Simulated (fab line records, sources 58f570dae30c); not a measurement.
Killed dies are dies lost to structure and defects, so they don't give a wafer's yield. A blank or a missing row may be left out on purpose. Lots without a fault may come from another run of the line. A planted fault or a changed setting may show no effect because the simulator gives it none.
Which tool did it? | flow berkeley_cmos170 | 6 lots, 18 wafers sampled, at 2 steps of a route of 331

WHAT THE GAUGES READ, wafer by wafer
UCB170_M2_RS_MEAS_02: measures by four-point-probe.
lot  | measured     | on            | M2_AL_RS (ohm/sq)
L157 | day 8 05:32  | film_metro-04 | 0.0322 0.0325 0.0321
L160 | day 8 22:10  | film_metro-04 | 0.0328 0.0324 0.0326
L163 | day 9 07:31  | film_metro-03 | 0.0247 0.0324 0.0325 0.0247 0.0323 0.0326
L173 | day 10 20:31 | film_metro-03 | 0.0321 0.0323 0.0320
L174 | day 11 10:04 | film_metro-03 | 0.0320 0.0320 0.0321
L178 | day 12 00:05 | film_metro-04 | 0.0320 0.0320 0.0320

WHICH TOOL RAN EACH LOT (tool, then ch and the chambers of the sampled wafers, then the start)
lot  | UCB170_M2_SPUTTER_01
L157 | pvd_sputter-02, day 8 05:26
L160 | pvd_sputter-03, day 8 22:01
L163 | pvd_sputter-01, day 9 07:26
L173 | pvd_sputter-02, day 10 20:25
L174 | pvd_sputter-03, day 11 09:56
L178 | pvd_sputter-02, day 12 00:00
- UCB170_M2_SPUTTER_01: material Al, target thk 900 nm, time 120 s.

THE ANSWER, worked out from the rows above alone
Rule: what is usual is taken from the lots themselves. Put in order of their means at a reading, lots are off if they are a third of the lots or fewer, leave a main group of 4 or more, and stand apart from it by a gap of 3 or more times the standard deviation of the main group's means; of several such gaps the widest counts. A main group whose means are all the same, to the digits that the tables above print for the reading, isn't used. A lot without any number at a reading at which 4 lots or more have one is off too. The other lots that the step has rows for count as sound.
Off: L163, at UCB170_M2_RS_MEAS_02 (M2_AL_RS). The main group: mean 0.0322 ohm/sq, standard deviation 0.00022.
A tool fits if, at a process step before that reading, it ran every lot that is off, and no sound lot after the first of them. The gauges at UCB170_M2_RS_MEAS_02 are tried like those tools. One fits: pvd_sputter-01 at UCB170_M2_SPUTTER_01. It ran no sound lot before its first lot that is off in this sample, so the start can't be narrowed down.

WHAT THE SIMULATOR HAD PUT IN
Process parameter drift: pvd_sputter-01, from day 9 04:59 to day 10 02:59, at UCB170_M2_SPUTTER_01. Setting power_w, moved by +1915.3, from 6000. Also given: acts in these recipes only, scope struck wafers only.
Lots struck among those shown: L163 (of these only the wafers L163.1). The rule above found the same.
